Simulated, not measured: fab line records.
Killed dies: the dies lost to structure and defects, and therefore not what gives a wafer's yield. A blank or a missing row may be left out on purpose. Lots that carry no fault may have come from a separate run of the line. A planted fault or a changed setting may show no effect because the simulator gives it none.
Comparing a struck lot with a sound one + flow berkeley_cmos170 + 14 out of 331 route steps
Sound: wafers L508.1, L508.5, L508.6. Wafers L516.2, L516.5, L516.6 were the ones struck. At the end, the cause is stated.
At each step with rows: each side's tool, then ch and its chambers, then its first start. Under that, the readings that differ: sound wafers + struck wafers + difference of the means + sigmas: that difference in standard deviations of wafers without a fault.
alike: same words and numbers on both sides, and readings whose means sit less than 2 such deviations apart. not compared: any withheld reading, any reading some wafer has no value for, any bound like >300 that may hide the same value, and any number with overlapping values for which the record gives no deviation.
Wherever a step has rows on one side only, a row that says differs or no value, or a row with sigmas, the two part there. Numbers that have no deviation but don't overlap get no sigmas and don't part them. A reading that every wafer of one side lacks parts them only if that side has two wafers or more.

UCB170_ZERO_ETCH_06: etches SiO2 in CHF3/CF4/Ar, time 12 s.
  sound on rie_diel-03 ch 0,1, day 2 18:22; struck on rie_diel-03 ch 2,3, day 4 18:28
  alike: drypump_motor_current_A, oes_product_au, throttle_valve_pct
  not compared: rf_hours_counter_h
UCB170_ZERO_STRIP_07: strips in O2.
  sound on plasma_asher-01 ch 0,1, day 2 18:23; struck on plasma_asher-04 ch 0,1, day 4 18:29
  alike: drypump_motor_current_A, oes_product_au, strip_time_to_endpoint_s
  not compared: rf_hours_counter_h
then, 2 steps without rows for these wafers: UCB170_NWELL_WET_ETCH_00 (etches SiO2 in dHF, time 200 s); UCB170_NWELL_OXIDATION_01 (target thk 26.4 nm, ox time 1260 s).
UCB170_NWELL_THK_MEAS_02:
  sound: film_metro-03 at day 3 00:47; struck: film_metro-04 at day 4 23:16
  alike: NWELL_OXIDE_THK
then, 2 steps without rows for these wafers: UCB170_NWELL_ANNEAL_03 (time 900 s); UCB170_NWELL_CVD_04 (deposits Si3N4 from SiH2Cl2/NH3, target thk 224 nm, time 3360 s).
UCB170_NWELL_THK_MEAS_05:
  sound: film_metro-02 at day 3 06:29; struck: film_metro-04 at day 5 05:11
  alike: NWELL_NITRIDE_THK
then, 4 steps without rows for these wafers: UCB170_NWELL_HMDS_06 (prime time 60 s); UCB170_NWELL_COAT_07 (resist thk 900 nm); UCB170_NWELL_SOFTBAKE_08 (time 60 s); UCB170_NWELL_EXPOSE_09 (exposes mask NWELL, target cd 3000 nm).
UCB170_NWELL_PEB_10:
  struck on litho_track-04, day 5 06:35; sound on litho_track-04 ch 0, day 3 07:14
  no value came back on the struck wafers for chill_plate_temp_C (C), exhaust_pa (Pa); on the sound wafers chill_plate_temp_C (C) reads 22.92 23.02 23.10
then, 1 step without rows for these wafers: UCB170_NWELL_DEVELOP_11 (develop time 45 s).

WHERE THEY PART
UCB170_NWELL_PEB_10 only, going by this record.

WHY: what the simulator had put in
Skipped step whole: litho_track-04, from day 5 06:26 on, at UCB170_NWELL_PEB_10. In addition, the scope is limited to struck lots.
